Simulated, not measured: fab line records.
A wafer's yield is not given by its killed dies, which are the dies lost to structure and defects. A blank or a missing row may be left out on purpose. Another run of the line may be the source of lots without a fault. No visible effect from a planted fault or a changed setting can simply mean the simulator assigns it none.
Split-lot trial | flow rit-cmos | 5 lots, 23 wafers read, on a route of 202 steps

ON THE SPLIT
At RIT_M1_EXPOSE_06 (exposes mask M12, target cd 2600 nm), the setting dose-mj was moved away from the recipe's 250 on 11 of the 23 wafers read, by -6.3% to +6.1%. For the rest of the wafers, this setting stayed at what the recipe calls for.

FROM THE SPLIT TO THE READING: what the file shows between them, 2 steps
- RIT_M1_PEB_07
- RIT_M1_DEVELOP_08: develop time 68 s

THE READING
cd-nm at RIT_M1_CD_MEAS_09, given in nm (cd target 2600 nm). A value of 2598.8 nm with a standard deviation of 2.9 nm is what fault-free wafers of this fab line usually give.

wafer  | tool, chamber at the split | dose-mj as run | against the recipe | cd-nm, nm | against lot-mates on the recipe
L076.1 | iline-stepper-02, 0        | 250            | recipe             | 2600.0    | -
L076.2 | iline-stepper-02, 0        | 250            | recipe             | 2599.9    | -
L076.4 | iline-stepper-02, 0        | 244.1          | -2.4%              | 2606.4    | +6.9
L076.5 | iline-stepper-02, 0        | 244.1          | -2.4%              | 2606.9    | +7.4
L076.6 | iline-stepper-02, 0        | 250            | recipe             | 2598.6    | -
L078.1 | iline-stepper-01, 0        | 250            | recipe             | 2598.7    | -
L078.2 | iline-stepper-01, 0        | 234.3          | -6.3%              | 2615.1    | +17.3
L078.3 | iline-stepper-01, 0        | 234.3          | -6.3%              | 2614.6    | +16.8
L078.5 | iline-stepper-01, 0        | 250            | recipe             | 2596.8    | -
L078.6 | iline-stepper-01, 0        | 234.3          | -6.3%              | 2614.2    | +16.4
L079.1 | iline-stepper-02, 0        | 250            | recipe             | 2594.5    | -
L079.2 | iline-stepper-02, 0        | 250            | recipe             | 2592.3    | -
L079.6 | iline-stepper-02, 0        | 250            | recipe             | 2592.4    | -
L080.1 | iline-stepper-02, 0        | 261.3          | +4.5%              | 2592.3    | -11.5
L080.2 | iline-stepper-02, 0        | 250            | recipe             | 2603.6    | -
L080.4 | iline-stepper-02, 0        | 250            | recipe             | 2604.0    | -
L080.5 | iline-stepper-02, 0        | 261.3          | +4.5%              | 2590.8    | -13.0
L080.6 | iline-stepper-02, 0        | 261.3          | +4.5%              | 2590.1    | -13.7
L082.1 | iline-stepper-02, 0        | 265.2          | +6.1%              | 2583.4    | -17.9
L082.2 | iline-stepper-02, 0        | 265.2          | +6.1%              | 2583.7    | -17.7
L082.3 | iline-stepper-02, 0        | 250            | recipe             | 2599.2    | -
L082.4 | iline-stepper-02, 0        | 265.2          | +6.1%              | 2586.4    | -14.9
L082.6 | iline-stepper-02, 0        | 250            | recipe             | 2603.5    | -

FIT RESULTS
A straight line over all 23 wafers: cd-nm changes by -2.34 nm for each +1% of dose-mj; r = -0.94; the points scatter about the line by 3.2 nm.
The same after taking each lot's own level away (the mean of its wafers on the recipe; 23 wafers): -2.76 nm for each +1%; r = -0.99; scatter 1.1 nm.
According to that fit, moving dose-mj by its largest amount changes the reading by 17 nm.
Measured against the standard deviation above, the lots' own levels, which go from 2593.07 to 2603.80 nm, span 3.7 times it.
In other words, the slope is changed by the lot-to-lot level; the two fits disagree.
Check: with one of the wafers moved furthest among these (-6.3%) left out of the fit, the line predicts +17.2 nm for it against its lot-mates. It came out at +17.3 nm against them.

ADDITIONAL SPLITS CARRIED BY THESE WAFERS
These wafers also went through other splits before the reading. Each is held against what the fit with the lots' levels taken away leaves over:
other split on the same wafers | wafers away from the commonest value | r with cd-nm (lot level and that fit taken away)
RIT_NSD_COAT_01 spin-rpm       | 10                                   | -0.14
RIT_PSD_IMPLANT_08 energy-kev  | 7                                    | -0.10
RIT_CONTACT_CVD_00 time-s      | 8                                    | +0.33
RIT_CONTACT_ETCH_11 time-s     | 9                                    | -0.24
RIT_M1_SPUTTER_00 time-s       | 9                                    | -0.15

THE WHOLE CHAIN: every reading that the file lists as answering this split, in the file's order
step              | what it does      | reading                                                   | change (the file's fit)              | r (the file's)
RIT_M1_DEVELOP_08 | develop time 68 s | M1.cd-nm (the simulator's own value, which no gauge read) | -2.76 nm for each +1% of the setting | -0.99
RIT_M1_CD_MEAS_09 | target cd 2600 nm | cd-nm                                                     | -2.76 nm for each +1% of the setting | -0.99

THE FILE'S OWN FIT
cd-nm changes by -2.76 nm for each +1% of dose-mj, r = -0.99.
